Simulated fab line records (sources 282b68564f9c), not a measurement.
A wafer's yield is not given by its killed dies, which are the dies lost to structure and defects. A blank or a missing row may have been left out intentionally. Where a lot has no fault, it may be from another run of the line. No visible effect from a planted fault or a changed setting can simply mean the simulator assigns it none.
fab line records | flow rit-cmos
record lots=5 wafers=15 last-day=5
route steps=202 shown FOX2@23 NWELL@28 PWELL@39 WELLDRIVE@50 NRETRO@53
lots untouched by any fault: they come from a run of this same line in which no faults occurred
start-h: the number of hours between the record's first day and the start of the first shown wafer of the lot | wait-h: hours elapsed since this lot's preceding step | " identical to the entry in the row above | L1.1+2: several wafers, shown together as one row | - no value present, or no start provided | * or withheld: withheld | < > ~ a bound
route shown NAME@n: a module of which the file shows steps, and the number in the route of the first | usual: the fault-free wafers' mean and standard deviation | same: alike in all rows | chamber/n: place in a boat | sites: readings site by site | _std_site: standard deviation of those values | _edge_site: outer sites' mean less inner sites' | radius-mm: how far each site lies from the wafer's centre | mask NAME#n: copy n | behind: tool/chamber where the wafer was last shaped | hold: the reason the lot was held/the length of the hold in hours/how it ended | device: the transistor (n, p or np) that didn't switch | end of line: the route-end tests of the same wafers | a step with no rows: only its recipe | killed: count of dies lost to structure and defects at first sort (not the wafer's yield) | map: per-die view of a wafer (x killed, . not killed, _ where there is no die)
set.NAME: the setting as run; set.NAME@STEP: as run at that earlier step | model.NAME: the simulator's own value behind a step, which no gauge read
lots seen at some steps along the route; tables by step, rows by wafer
services: a tool's chamber out of use, with start hour (start-h, from the record's first day; less than 0 if before it), hours out, and reason
## steps
# step RIT_FOX2_OXIDATION_00
# recipe temp-c=1100 ambient=H2O target-thk-a=3507 p-h2o-torr=720 ox-time-s=1130
# columns lot.wafer tool chamber start-h wait-h
L075.2+4+5 furnace-03 0 22.63 0.0
L076.1+4+5 furnace-03 0 35.43 3.7
L081.1+2+6 furnace-03 0 53.20 0.0
L082.1+3+5 furnace-02 0 57.13 0.0
L086.3+4+5 furnace-02 0 78.37 0.7
# step RIT_FOX2_THK_MEAS_01
# recipe reads=SiO2_of_FOX2_OXIDATION_00
# usual FOX2_OXIDE_THK=351/6.4
# columns lot.wafer tool chamber start-h wait-h FOX2_OXIDE_THK[nm]
L075.2 film-metro-01 - 23.96 0.0 354
L075.4 " - " " 351
L075.5 " - " " 357
L076.1 film-metro-01 - 36.75 0.0 348
L076.4 " - " " 350
L076.5 " - " " 346
L081.1 film-metro-01 - 54.51 0.0 351
L081.2 " - " " 356
L081.6 " - " " 355
L082.1 film-metro-03 - 58.45 0.0 348
L082.3 " - " " 349
L082.5 " - " " 355
L086.3 film-metro-03 - 79.70 0.0 350
L086.4 " - " " 352
L086.5 " - " " 356
# step RIT_FOX2_CLEAN_02
# recipe chemistry=dHF dilution=50:1 time-s=180
# columns lot.wafer tool chamber start-h wait-h
L075.2+4+5 wet-bench-04 0 24.01 0.0
L076.1+4+5 wet-bench-03 2 36.81 0.1
L081.1+2+6 wet-bench-04 0 54.57 0.1
L082.1+3+5 wet-bench-04 1 58.51 0.1
L086.3+4+5 wet-bench-01 3 79.74 0.0
# step RIT_FOX2_WET_ETCH_03
# recipe chemistry=H3PO4 target=Si3N4 target-depth-nm=195 temp-c=165 time-s=2700
# columns lot.wafer tool chamber start-h wait-h
L075.2+4+5 wet-bench-01 0 24.07 0.0
L076.1+4+5 wet-bench-01 2 36.87 0.0
L081.1+2+6 wet-bench-01 3 54.63 0.0
L082.1+3+5 wet-bench-03 1 58.57 0.0
L086.3+4+5 wet-bench-04 3 79.86 0.0
# step RIT_FOX2_THK_MEAS_90
# recipe reads=SiO2_of_FOX2_OXIDATION_00
# usual FIELD_OXIDE_LEFT_1_THK=323/6.6
# columns lot.wafer tool chamber start-h wait-h FIELD_OXIDE_LEFT_1_THK[nm]
L075.2 film-metro-03 - 24.90 0.0 327
L075.4 " - " " 324
L075.5 " - " " 330
L076.1 film-metro-01 - 37.62 0.0 320
L076.4 " - " " 322
L076.5 " - " " 319
L081.1 film-metro-02 - 55.39 0.0 324
L081.2 " - " " 329
L081.6 " - " " 328
L082.1 film-metro-03 - 59.32 0.0 320
L082.3 " - " " 322
L082.5 " - " " 327
L086.3 film-metro-02 - 80.71 0.0 323
L086.4 " - " " 325
L086.5 " - " " 328
# step RIT_NWELL_HMDS_00
# recipe prime-time-s=60 prime-temp-c=140
# usual resist-line-temp-C=22.98/0.11
# columns lot.wafer tool chamber start-h wait-h resist-line-temp-C
L075.2 litho-track-04 0 24.98 0.1 23.13
L075.4 " 0 " " 22.84
L075.5 " 0 " " 22.98
L076.1 litho-track-02 0 37.68 0.1 23.15
L076.4 " 0 " " 23.09
L076.5 " 0 " " 23.12
L081.1 litho-track-01 0 55.60 0.2 22.87
L081.2 " 0 " " 22.81
L081.6 " 0 " " 22.93
L082.1 litho-track-04 0 59.44 0.1 22.81
L082.3 " 0 " " 22.94
L082.5 " 0 " " 23.05
L086.3 litho-track-01 0 80.80 0.1 22.89
L086.4 " 0 " " 22.94
L086.5 " 0 " " 22.91
# step RIT_NWELL_COAT_01
# recipe resist=NOVOLAK spin-rpm=2000 resist-thk-nm=1300
# usual resist-line-temp-C=23.00/0.092
# columns lot.wafer tool chamber start-h wait-h resist-line-temp-C
L075.2 litho-track-04 0 25.13 0.1 22.83
L075.4 " 0 " " 23.00
L075.5 " 0 " " 23.00
L076.1 litho-track-02 0 37.83 0.1 23.09
L076.4 " 0 " " 23.01
L076.5 " 0 " " 23.04
L081.1 litho-track-01 0 55.75 0.1 23.05
L081.2 " 0 " " 22.87
L081.6 " 0 " " 23.15
L082.1 litho-track-04 0 59.59 0.1 23.02
L082.3 " 0 " " 22.94
L082.5 " 0 " " 22.84
L086.3 litho-track-01 0 80.95 0.1 23.12
L086.4 " 0 " " 23.20
L086.5 " 0 " " 23.11
# step RIT_NWELL_SOFTBAKE_02
# recipe resist=NOVOLAK temp-c=90 time-s=60
# usual resist-line-temp-C=22.99/0.11
# columns lot.wafer tool chamber start-h wait-h resist-line-temp-C
L075.2 litho-track-04 0 25.28 0.1 22.98
L075.4 " 0 " " 23.05
L075.5 " 0 " " 22.94
L076.1 litho-track-02 0 37.98 0.1 23.13
L076.4 " 0 " " 23.06
L076.5 " 0 " " 23.16
L081.1 litho-track-01 0 55.90 0.1 23.02
L081.2 " 0 " " 23.02
L081.6 " 0 " " 23.11
L082.1 litho-track-04 0 59.74 0.1 22.95
L082.3 " 0 " " 23.00
L082.5 " 0 " " 22.98
L086.3 litho-track-01 0 81.10 0.1 22.99
L086.4 " 0 " " 22.94
L086.5 " 0 " " 22.92
# step RIT_NWELL_EXPOSE_03
# recipe mask-id=M2 na=0.57 target-cd-nm=43900 dose-mj=250
# columns lot.wafer tool chamber start-h wait-h mask
L075.2+4+5 iline-stepper-02 0 25.55 0.2 M2#0
L076.1+4+5 iline-stepper-01 0 38.26 0.2 M2#0
L081.1+2+6 iline-stepper-01 0 56.05 0.1 M2#0
L082.1+3+5 iline-stepper-01 0 59.89 0.1 M2#0
L086.3+4+5 iline-stepper-02 0 81.23 0.1 M2#0
# step RIT_NWELL_PEB_04
# recipe resist=NOVOLAK temp-c=withheld time-s=withheld
# usual resist-line-temp-C=*
# columns lot.wafer tool chamber start-h wait-h resist-line-temp-C
L075.2 litho-track-04 0 25.67 0.1 *
L075.4 " 0 " " *
L075.5 " 0 " " *
L076.1 litho-track-01 0 38.38 0.1 *
L076.4 " 0 " " *
L076.5 " 0 " " *
L081.1 litho-track-01 0 56.17 0.1 *
L081.2 " 0 " " *
L081.6 " 0 " " *
L082.1 litho-track-04 0 60.01 0.1 *
L082.3 " 0 " " *
L082.5 " 0 " " *
L086.3 litho-track-02 0 81.36 0.1 *
L086.4 " 0 " " *
L086.5 " 0 " " *
# step RIT_NWELL_DEVELOP_05
# recipe resist=NOVOLAK develop-time-s=68 dev-temp-c=23
# usual developer-temp-C=23.02/0.12 resist-line-temp-C=22.99/0.11
# columns lot.wafer tool chamber start-h wait-h developer-temp-C resist-line-temp-C
L075.2 litho-track-04 0 - - 23.00 23.05
L075.4 " 0 " " 22.87 23.05
L075.5 " 0 " " 23.00 23.07
L076.1 litho-track-01 0 - - 23.03 23.18
L076.4 " 0 " " 23.10 22.98
L076.5 " 0 " " 22.94 23.05
L081.1 litho-track-01 0 - - 23.09 23.16
L081.2 " 0 " " 23.13 22.94
L081.6 " 0 " " 23.07 23.11
L082.1 litho-track-04 0 - - 23.14 22.89
L082.3 " 0 " " 23.06 22.91
L082.5 " 0 " " 22.97 22.96
L086.3 litho-track-02 0 - - 23.08 23.14
L086.4 " 0 " " 23.10 23.11
L086.5 " 0 " " 23.26 23.18
# step RIT_NWELL_OVL_MEAS_06
# usual NWELL_OVL=0.2/1.5
# columns lot.wafer tool chamber start-h wait-h NWELL_OVL[nm]
L075.2 overlay-01 - 25.96 - -1.7
L075.4 " - " " -0.2
L075.5 " - " " -2.6
L076.1 overlay-01 - 38.69 - -1.3
L076.4 " - " " -2.2
L076.5 " - " " -0.6
L081.1 overlay-02 - 56.48 - -0.1
L081.2 " - " " 0.9
L081.6 " - " " 1.1
L082.1 overlay-02 - 60.32 - 1.1
L082.3 " - " " 1.4
L082.5 " - " " -1.0
L086.3 overlay-02 - 81.64 - 2.2
L086.4 " - " " -0.2
L086.5 " - " " 0.0
# step RIT_NWELL_HARDBAKE_07
# recipe resist=NOVOLAK temp-c=140 time-s=120
# usual resist-line-temp-C=23.01/0.1
# columns lot.wafer tool chamber start-h wait-h resist-line-temp-C
L075.2 litho-track-01 0 26.04 0.1 23.12
L075.4 " 0 " " 23.13
L075.5 " 0 " " 23.13
L076.1 litho-track-02 0 38.73 0.0 23.07
L076.4 " 0 " " 22.97
L076.5 " 0 " " 23.04
L081.1 litho-track-01 0 56.52 0.0 22.82
L081.2 " 0 " " 22.95
L081.6 " 0 " " 22.92
L082.1 litho-track-04 0 60.36 0.0 23.06
L082.3 " 0 " " 23.00
L082.5 " 0 " " 22.87
L086.3 litho-track-02 0 81.86 0.2 23.11
L086.4 " 0 " " 23.02
L086.5 " 0 " " 23.02
# step RIT_NWELL_IMPLANT_08
# recipe species=P energy-kev=170 dose-cm2=5e+13 tilt-deg=7
# columns lot.wafer tool chamber start-h wait-h
L075.2+4+5 implanter-01 0 26.27 0.2
L076.1+4+5 implanter-04 0 38.98 0.2
L081.1+2+6 implanter-04 0 56.77 0.2
L082.1+3+5 implanter-04 0 60.61 0.2
L086.3+4+5 implanter-04 0 82.08 0.2
# step RIT_NWELL_STRIP_09
# recipe chemistry=O2 time-s=180 resist=NOVOLAK platen-temp-c=withheld power-w=500 pressure-mtorr=4000 o2-flow-sccm=4000
# usual drypump-motor-current-A=6.0/0.38
# columns lot.wafer tool chamber start-h wait-h drypump-motor-current-A rf-hours-counter-h
L075.2 plasma-asher-02 1 26.39 0.1 6.4 24
L075.4 " 1 " " 6.4 -
L075.5 " 0 " " 6.1 -
L076.1 plasma-asher-04 0 39.13 0.1 6.1 39
L076.4 " 0 " " 6.0 -
L076.5 " 1 " " 5.4 -
L081.1 plasma-asher-04 1 56.92 0.1 5.4 41
L081.2 " 0 " " 6.0 41
L081.6 " 1 " " 5.4 -
L082.1 plasma-asher-02 0 60.76 0.1 6.1 27
L082.3 " 1 " " 6.4 -
L082.5 " 1 " " 6.4 -
L086.3 plasma-asher-02 1 82.23 0.1 6.4 -
L086.4 " 0 " " 6.1 -
L086.5 " 1 " " 6.4 -
# step RIT_NWELL_TW_MEAS_10
# usual NWELL_TW=2146/14
# columns lot.wafer tool chamber start-h wait-h NWELL_TW
L075.2 film-metro-04 - 26.58 0.1 2157
L075.4 " - " " 2165
L075.5 " - " " 2171
L076.1 film-metro-04 - 39.30 0.1 2160
L076.4 " - " " 2172
L076.5 " - " " 2170
L081.1 film-metro-01 - 57.09 0.1 2148
L081.2 " - " " 2141
L081.6 " - " " 2141
L082.1 film-metro-03 - 60.93 0.1 2132
L082.3 " - " " 2130
L082.5 " - " " 2142
L086.3 film-metro-03 - 82.37 0.1 2141
L086.4 " - " " 2142
L086.5 " - " " 2146
# step RIT_PWELL_HMDS_00
# recipe prime-time-s=60 prime-temp-c=140
# usual resist-line-temp-C=22.97/0.1
# columns lot.wafer tool chamber start-h wait-h resist-line-temp-C
L075.2 litho-track-02 0 26.65 0.1 22.76
L075.4 " 0 " " 22.86
L075.5 " 0 " " 22.64
L076.1 litho-track-03 0 39.36 0.1 23.02
L076.4 " 0 " " 22.85
L076.5 " 0 " " 22.92
L081.1 litho-track-02 0 57.15 0.1 23.05
L081.2 " 0 " " 22.85
L081.6 " 0 " " 22.96
L082.1 litho-track-02 0 60.99 0.1 23.05
L082.3 " 0 " " 22.97
L082.5 " 0 " " 22.84
L086.3 litho-track-04 0 82.46 0.1 23.06
L086.4 " 0 " " 22.95
L086.5 " 0 " " 23.11
# step RIT_PWELL_COAT_01
# recipe resist=NOVOLAK spin-rpm=2000 resist-thk-nm=1300
# usual resist-line-temp-C=22.99/0.1
# columns lot.wafer tool chamber start-h wait-h resist-line-temp-C
L075.2 litho-track-02 0 26.80 0.1 22.92
L075.4 " 0 " " 23.14
L075.5 " 0 " " 23.09
L076.1 litho-track-03 0 39.51 0.1 22.90
L076.4 " 0 " " 22.91
L076.5 " 0 " " 22.95
L081.1 litho-track-02 0 57.30 0.1 23.18
L081.2 " 0 " " 22.98
L081.6 " 0 " " 22.98
L082.1 litho-track-02 0 61.14 0.1 23.01
L082.3 " 0 " " 22.84
L082.5 " 0 " " 23.01
L086.3 litho-track-04 0 82.61 0.1 23.13
L086.4 " 0 " " 22.92
L086.5 " 0 " " 23.19
# step RIT_PWELL_SOFTBAKE_02
# recipe resist=NOVOLAK temp-c=90 time-s=60
# usual resist-line-temp-C=23.01/0.12
# columns lot.wafer tool chamber start-h wait-h resist-line-temp-C
L075.2 litho-track-02 0 26.95 0.1 23.06
L075.4 " 0 " " 23.16
L075.5 " 0 " " 22.94
L076.1 litho-track-03 0 39.66 0.1 23.15
L076.4 " 0 " " 22.98
L076.5 " 0 " " 23.15
L081.1 litho-track-02 0 57.45 0.1 23.08
L081.2 " 0 " " 22.98
L081.6 " 0 " " 23.08
L082.1 litho-track-02 0 61.29 0.1 23.11
L082.3 " 0 " " 23.04
L082.5 " 0 " " 23.04
L086.3 litho-track-04 0 82.76 0.1 23.22
L086.4 " 0 " " 23.14
L086.5 " 0 " " 23.08
# step RIT_PWELL_EXPOSE_03
# recipe mask-id=M3 na=0.57 target-cd-nm=43700 dose-mj=250
# columns lot.wafer tool chamber start-h wait-h mask
L075.2+4+5 iline-stepper-02 0 27.22 0.2 M3#0
L076.1+4+5 iline-stepper-02 0 39.81 0.1 M3#0
L081.1+2+6 iline-stepper-02 0 57.73 0.2 M3#0
L082.1+3+5 iline-stepper-01 0 61.57 0.2 M3#0
L086.3+4+5 iline-stepper-02 0 83.02 0.2 M3#0
# step RIT_PWELL_PEB_04
# recipe resist=NOVOLAK temp-c=withheld time-s=withheld
# usual resist-line-temp-C=*
# columns lot.wafer tool chamber start-h wait-h resist-line-temp-C
L075.2 litho-track-04 0 27.35 0.1 *
L075.4 " 0 " " *
L075.5 " 0 " " *
L076.1 litho-track-03 0 39.93 0.1 *
L076.4 " 0 " " *
L076.5 " 0 " " *
L081.1 litho-track-02 0 57.84 0.1 *
L081.2 " 0 " " *
L081.6 " 0 " " *
L082.1 litho-track-02 0 61.73 0.1 *
L082.3 " 0 " " *
L082.5 " 0 " " *
L086.3 litho-track-03 0 83.15 0.1 *
L086.4 " 0 " " *
L086.5 " 0 " " *
# step RIT_PWELL_DEVELOP_05
# recipe resist=NOVOLAK develop-time-s=68 dev-temp-c=23
# usual developer-temp-C=22.99/0.1 resist-line-temp-C=23.00/0.1
# columns lot.wafer tool chamber start-h wait-h developer-temp-C resist-line-temp-C
L075.2 litho-track-04 0 - - 22.93 22.88
L075.4 " 0 " " 22.88 22.93
L075.5 " 0 " " 23.00 23.03
L076.1 litho-track-03 0 - - 23.00 23.14
L076.4 " 0 " " 23.08 23.07
L076.5 " 0 " " 22.90 22.94
L081.1 litho-track-02 0 - - 22.98 22.98
L081.2 " 0 " " 23.02 23.08
L081.6 " 0 " " 23.16 23.05
L082.1 litho-track-02 0 - - 23.03 22.89
L082.3 " 0 " " 23.03 23.00
L082.5 " 0 " " 22.97 22.87
L086.3 litho-track-03 0 - - 23.08 22.84
L086.4 " 0 " " 23.06 22.82
L086.5 " 0 " " 22.97 22.78
# step RIT_PWELL_OVL_MEAS_06
# usual PWELL_OVL=0.6/1.7
# columns lot.wafer tool chamber start-h wait-h PWELL_OVL[nm]
L075.2 overlay-01 - 27.64 - -3.1
L075.4 " - " " -2.0
L075.5 " - " " -2.2
L076.1 overlay-02 - 40.24 - -0.1
L076.4 " - " " -2.8
L076.5 " - " " -1.4
L081.1 overlay-01 - 58.16 - 0.6
L081.2 " - " " -1.2
L081.6 " - " " -0.2
L082.1 overlay-02 - 62.05 - 2.2
L082.3 " - " " 4.4
L082.5 " - " " 3.5
L086.3 overlay-01 - 83.43 - -1.1
L086.4 " - " " -1.3
L086.5 " - " " -1.4
# step RIT_PWELL_HARDBAKE_07
# recipe resist=NOVOLAK temp-c=140 time-s=120
# usual resist-line-temp-C=23.02/0.097
# columns lot.wafer tool chamber start-h wait-h resist-line-temp-C
L075.2 litho-track-03 0 27.71 0.1 23.06
L075.4 " 0 " " 22.92
L075.5 " 0 " " 23.01
L076.1 litho-track-03 0 40.28 0.0 23.12
L076.4 " 0 " " 23.01
L076.5 " 0 " " 23.07
L081.1 litho-track-03 0 58.19 0.0 23.07
L081.2 " 0 " " 23.16
L081.6 " 0 " " 23.01
L082.1 litho-track-02 0 62.08 0.0 22.99
L082.3 " 0 " " 22.95
L082.5 " 0 " " 23.18
L086.3 litho-track-02 0 83.53 0.1 23.14
L086.4 " 0 " " 23.01
L086.5 " 0 " " 22.94
# step RIT_PWELL_IMPLANT_08
# recipe species=B energy-kev=170 dose-cm2=7e+13 tilt-deg=7
# columns lot.wafer tool chamber start-h wait-h
L075.2+4+5 implanter-03 0 27.95 0.2
L076.1+4+5 implanter-03 0 40.53 0.2
L081.1+2+6 implanter-04 0 58.44 0.2
L082.1+3+5 implanter-04 0 62.33 0.2
L086.3+4+5 implanter-04 0 83.75 0.2
# step RIT_PWELL_STRIP_09
# recipe chemistry=O2 time-s=180 resist=NOVOLAK platen-temp-c=withheld power-w=500 pressure-mtorr=4000 o2-flow-sccm=4000
# usual drypump-motor-current-A=6.0/0.49
# columns lot.wafer tool chamber start-h wait-h drypump-motor-current-A rf-hours-counter-h
L075.2 plasma-asher-02 1 28.07 0.1 6.4 24
L075.4 " 1 " " 6.4 -
L075.5 " 1 " " 6.4 -
L076.1 plasma-asher-01 1 40.68 0.1 5.1 40
L076.4 " 1 " " 5.1 -
L076.5 " 1 " " 5.0 -
L081.1 plasma-asher-04 1 58.59 0.1 5.4 41
L081.2 " 0 " " 6.1 41
L081.6 " 0 " " 6.1 -
L082.1 plasma-asher-02 1 62.48 0.1 6.4 27
L082.3 " 1 " " 6.4 -
L082.5 " 0 " " 6.1 -
L086.3 plasma-asher-02 0 83.91 0.1 6.1 -
L086.4 " 1 " " 6.4 -
L086.5 " 1 " " 6.4 -
# step RIT_PWELL_TW_MEAS_10
# usual PWELL_TW=954/6.3
# columns lot.wafer tool chamber start-h wait-h PWELL_TW
L075.2 film-metro-04 - 28.26 0.1 958
L075.4 " - " " 969
L075.5 " - " " 957
L076.1 film-metro-03 - 40.85 0.1 949
L076.4 " - " " 952
L076.5 " - " " 946
L081.1 film-metro-03 - 58.77 0.1 945
L081.2 " - " " 942
L081.6 " - " " 944
L082.1 film-metro-04 - 62.66 0.1 964
L082.3 " - " " 962
L082.5 " - " " 963
L086.3 film-metro-01 - 84.05 0.1 946
L086.4 " - " " 946
L086.5 " - " " 949
# step RIT_WELLDRIVE_ANNEAL_00
# recipe temp-c=1100 time-s=14700 ambient=N2
# columns lot.wafer tool chamber start-h wait-h
L075.2+4+5 furnace-02 0 28.75 0.5
L076.1+4+5 furnace-04 0 41.82 1.0
L081.1+2+6 furnace-01 0 59.07 0.3
L082.1+3+5 furnace-02 0 63.44 0.8
L086.3+4+5 furnace-04 0 85.22 1.2
# step RIT_WELLDRIVE_RS_MEAS_01
# recipe thk-meas-gauge=four-point-probe
# usual NWELL_RS=275.6/0.83
# columns lot.wafer tool chamber start-h wait-h NWELL_RS[ohm/sq]
L075.2 film-metro-04 - 33.86 0.0 274.0
L075.4 " - " " 274.5
L075.5 " - " " 273.3
L076.1 film-metro-01 - 46.90 0.0 275.9
L076.4 " - " " 276.7
L076.5 " - " " 276.2
L081.1 film-metro-03 - 64.15 0.0 275.4
L081.2 " - " " 276.2
L081.6 " - " " 276.0
L082.1 film-metro-04 - 68.53 0.0 275.6
L082.3 " - " " 275.8
L082.5 " - " " 275.6
L086.3 film-metro-04 - 90.34 0.0 275.9
L086.4 " - " " 275.7
L086.5 " - " " 275.6
# step RIT_WELLDRIVE_RS_MEAS_02
# recipe thk-meas-gauge=four-point-probe
# usual PWELL_RS=429.4/1.2
# columns lot.wafer tool chamber start-h wait-h PWELL_RS[ohm/sq]
L075.2 film-metro-04 - 33.98 0.1 429.2
L075.4 " - " " 430.1
L075.5 " - " " 429.8
L076.1 film-metro-01 - 47.02 0.1 430.1
L076.4 " - " " 429.7
L076.5 " - " " 430.0
L081.1 film-metro-03 - 64.27 0.1 431.4
L081.2 " - " " 430.5
L081.6 " - " " 430.2
L082.1 film-metro-04 - 68.65 0.1 428.1
L082.3 " - " " 427.0
L082.5 " - " " 429.6
L086.3 film-metro-04 - 90.46 0.1 429.9
L086.4 " - " " 430.7
L086.5 " - " " 429.3
# step RIT_NRETRO_HMDS_00
# recipe prime-time-s=60 prime-temp-c=140
# usual resist-line-temp-C=23.01/0.12
# columns lot.wafer tool chamber start-h wait-h resist-line-temp-C
L075.2 litho-track-01 0 34.10 0.1 23.12
L075.4 " 0 " " 22.97
L075.5 " 0 " " 23.06
L076.1 litho-track-03 0 47.14 0.1 22.96
L076.4 " 0 " " 22.94
L076.5 " 0 " " 22.93
L081.1 litho-track-02 0 64.39 0.1 23.06
L081.2 " 0 " " 23.08
L081.6 " 0 " " 22.88
L082.1 litho-track-03 0 68.77 0.1 23.06
L082.3 " 0 " " 23.07
L082.5 " 0 " " 23.04
L086.3 litho-track-02 0 90.59 0.1 22.87
L086.4 " 0 " " 22.82
L086.5 " 0 " " 22.77
# step RIT_NRETRO_COAT_01
# recipe resist=NOVOLAK spin-rpm=2000 resist-thk-nm=1300
# usual resist-line-temp-C=23.00/0.098
# columns lot.wafer tool chamber start-h wait-h resist-line-temp-C
L075.2 litho-track-01 0 34.25 0.1 22.90
L075.4 " 0 " " 22.99
L075.5 " 0 " " 22.96
L076.1 litho-track-03 0 47.29 0.1 22.88
L076.4 " 0 " " 22.95
L076.5 " 0 " " 22.99
L081.1 litho-track-02 0 64.54 0.1 22.87
L081.2 " 0 " " 23.14
L081.6 " 0 " " 23.12
L082.1 litho-track-03 0 68.92 0.1 23.12
L082.3 " 0 " " 23.17
L082.5 " 0 " " 22.96
L086.3 litho-track-02 0 90.74 0.1 23.16
L086.4 " 0 " " 23.07
L086.5 " 0 " " 22.95
# step RIT_NRETRO_SOFTBAKE_02
# recipe resist=NOVOLAK temp-c=90 time-s=60
# usual resist-line-temp-C=23.00/0.097
# columns lot.wafer tool chamber start-h wait-h resist-line-temp-C
L075.2 litho-track-01 0 34.40 0.1 23.15
L075.4 " 0 " " 23.14
L075.5 " 0 " " 23.09
L076.1 litho-track-03 0 47.44 0.1 23.07
L076.4 " 0 " " 22.96
L076.5 " 0 " " 22.93
L081.1 litho-track-02 0 64.69 0.1 22.97
L081.2 " 0 " " 22.96
L081.6 " 0 " " 23.11
L082.1 litho-track-03 0 69.07 0.1 22.90
L082.3 " 0 " " 22.84
L082.5 " 0 " " 22.88
L086.3 litho-track-02 0 90.89 0.1 22.89
L086.4 " 0 " " 23.07
L086.5 " 0 " " 23.04
# step RIT_NRETRO_EXPOSE_03
# recipe mask-id=M4 na=0.57 target-cd-nm=43900 dose-mj=250
# columns lot.wafer tool chamber start-h wait-h mask
L075.2+4+5 iline-stepper-02 0 34.78 0.4 M4#0
L076.1+4+5 iline-stepper-02 0 47.59 0.1 M4#0
L081.1+2+6 iline-stepper-01 0 64.97 0.2 M4#0
L082.1+3+5 iline-stepper-01 0 69.22 0.1 M4#0
L086.3+4+5 iline-stepper-02 0 91.15 0.2 M4#0
# step RIT_NRETRO_PEB_04
# recipe resist=NOVOLAK temp-c=withheld time-s=withheld
# usual resist-line-temp-C=*
# columns lot.wafer tool chamber start-h wait-h resist-line-temp-C
L075.2 litho-track-02 0 34.90 0.1 *
L075.4 " 0 " " *
L075.5 " 0 " " *
L076.1 litho-track-01 0 47.71 0.1 *
L076.4 " 0 " " *
L076.5 " 0 " " *
L081.1 litho-track-01 0 65.09 0.1 *
L081.2 " 0 " " *
L081.6 " 0 " " *
L082.1 litho-track-03 0 69.33 0.1 *
L082.3 " 0 " " *
L082.5 " 0 " " *
L086.3 litho-track-01 0 91.41 0.2 *
L086.4 " 0 " " *
L086.5 " 0 " " *
# step RIT_NRETRO_DEVELOP_05
# recipe resist=NOVOLAK develop-time-s=68 dev-temp-c=23
# usual developer-temp-C=22.98/0.12 resist-line-temp-C=23.01/0.1
# columns lot.wafer tool chamber start-h wait-h developer-temp-C resist-line-temp-C
L075.2 litho-track-02 0 - - 22.98 23.01
L075.4 " 0 " " 23.09 22.86
L075.5 " 0 " " 22.99 23.03
L076.1 litho-track-01 0 - - 22.83 22.83
L076.4 " 0 " " 22.89 22.87
L076.5 " 0 " " 22.91 23.12
L081.1 litho-track-01 0 - - 22.91 23.06
L081.2 " 0 " " 23.04 22.86
L081.6 " 0 " " 22.93 23.06
L082.1 litho-track-03 0 - - 22.83 22.99
L082.3 " 0 " " 22.89 23.07
L082.5 " 0 " " 22.98 23.02
L086.3 litho-track-01 0 - - 22.89 23.06
L086.4 " 0 " " 22.77 23.07
L086.5 " 0 " " 22.87 23.09
# step RIT_NRETRO_OVL_MEAS_06
# usual NRETRO_OVL=0.2/1.3
# columns lot.wafer tool chamber start-h wait-h NRETRO_OVL[nm]
L075.2 overlay-02 - 35.20 - -0.1
L075.4 " - " " 0.2
L075.5 " - " " 0.2
L076.1 overlay-02 - 48.02 - -1.5
L076.4 " - " " -2.1
L076.5 " - " " -0.6
L081.1 overlay-01 - 65.40 - -1.9
L081.2 " - " " -0.7
L081.6 " - " " -1.4
L082.1 overlay-02 - 69.65 - 0.6
L082.3 " - " " 0.5
L082.5 " - " " 1.4
L086.3 overlay-02 - 91.69 - -0.3
L086.4 " - " " -0.6
L086.5 " - " " 0.4
## services
# columns tool chamber start-h hours kind
furnace-02 - 4.43 3.7 pm
wet-bench-04 - 5.52 1.8 repair
furnace-02 - 10.88 7.8 repair
iline-stepper-01 - 11.16 5.0 repair
plasma-asher-04 - 20.89 2.8 pm
iline-stepper-01 - 24.98 1.7 pm
furnace-03 - 27.69 4.7 pm
furnace-02 - 33.84 4.1 pm
wet-bench-01 - 40.80 1.9 pm
implanter-01 - 53.08 16.3 pm
furnace-04 - 58.82 3.7 pm
implanter-03 - 69.36 92.4 pm
furnace-01 - 82.05 3.0 pm
iline-stepper-01 0 82.56 - calibration
## key
fault none
